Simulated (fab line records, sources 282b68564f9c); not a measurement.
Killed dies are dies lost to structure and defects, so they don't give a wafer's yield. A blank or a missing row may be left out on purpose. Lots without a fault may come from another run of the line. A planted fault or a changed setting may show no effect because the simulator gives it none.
Problem report in the 8D (eight disciplines) form, filled by code | flow rit_cmos | the parts of the form that need people (team, actions taken, sign-off) are left out

1. THE PROBLEM
NRETRO_TW at RIT_NRETRO_TW_MEAS_10 reads a mean of 973 on 6 wafers of 2 lots; wafers without a fault read 1052 with a standard deviation of 9.6. That is -8.2 standard deviations from the usual mean.
First seen on wafer L353.1, day 5 13:05, on film_metro-02. The record holds 42 wafers of 14 lots with a number at this step. Rule for "out", or "out of limits": more than 4 standard deviations from the usual mean. The other wafers with a number count as sound.

2. WHAT IT IS AND WHAT IT IS NOT
question                    | is                           | is not
which readings at this step | NRETRO_TW                    | -
which lots                  | L353, L355                   | L339, L340, L341, L342, L343, L344, L345, L346, L347, L351, L358, L360
which wafers of those lots  | all that have a number       | -
read on which gauges        | film_metro-02, film_metro-03 | film_metro-01
when                        | from day 5 13:05             | up to then (30 sound wafers); but 6 sound wafers of L358, L360 came after

3. SUSPECTS, AND WHAT RULES EACH OUT
Counting: a tool at a process step up to the reading stays a suspect if it ran every lot that is out and no sound lot after the first of them.
- the gauge at RIT_NRETRO_TW_MEAS_10: ruled out. The wafers that are out were read on 2 gauges (film_metro-02, film_metro-03).
- implanter-02 at RIT_NRETRO_IMPLANT_08: kept. It ran every lot that is out, first L353 (day 5 12:45), and no sound lot after that; its last sound lot up to then is L351 (day 5 03:02). Its own readings are out on those wafers: dose_ions_cm2, faraday_current_uA.
Left after counting: implanter-02 at RIT_NRETRO_IMPLANT_08.

4. THE CAUSE (what the simulator had put in)
Process parameter drift: implanter-02, from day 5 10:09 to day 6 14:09, at RIT_NRETRO_IMPLANT_08. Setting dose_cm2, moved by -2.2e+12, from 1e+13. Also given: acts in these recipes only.
Counting left only this tool.

5. THE CHAIN OF EFFECTS, in route order
Each row: a reading whose mean over the struck wafers that have a number lies more than 3 standard deviations from the usual. Only readings for which the record gives a usual standard deviation are gone through. hours: the time from each lot's start at the first step in this table that gives one to its start at this step, as a median over the lots. sigmas: the change in usual standard deviations.
hours | step                  | reading            | usual      | on struck wafers | change      | sigmas
0     | RIT_NRETRO_IMPLANT_08 | dose_ions_cm2      | 1.0001e+13 | 7.8073e+12       | -2.1937e+12 | -99 or more
0     | RIT_NRETRO_IMPLANT_08 | faraday_current_uA | 31.7       | 24.6             | -7.1        | -10
0     | RIT_NRETRO_TW_MEAS_10 | NRETRO_TW          | 1052       | 973              | -79         | -8.2
The process steps in it:
- RIT_NRETRO_IMPLANT_08

6. WHAT WOULD HAVE CAUGHT IT SOONER
In this record the first reading out of limits at a measuring or inspecting step was taken at day 5 13:05, 3 hours after the fault began at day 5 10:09.
The tool's own readings at RIT_NRETRO_IMPLANT_08 were out on every struck wafer that the step has a row for (dose_ions_cm2, faraday_current_uA): an alarm limit on them would have fired on the first of those.
Of the lots that are out (2), L355 began RIT_NRETRO_IMPLANT_08 on implanter-02 after day 5 13:05. A hold on the tool at that time would have spared it.
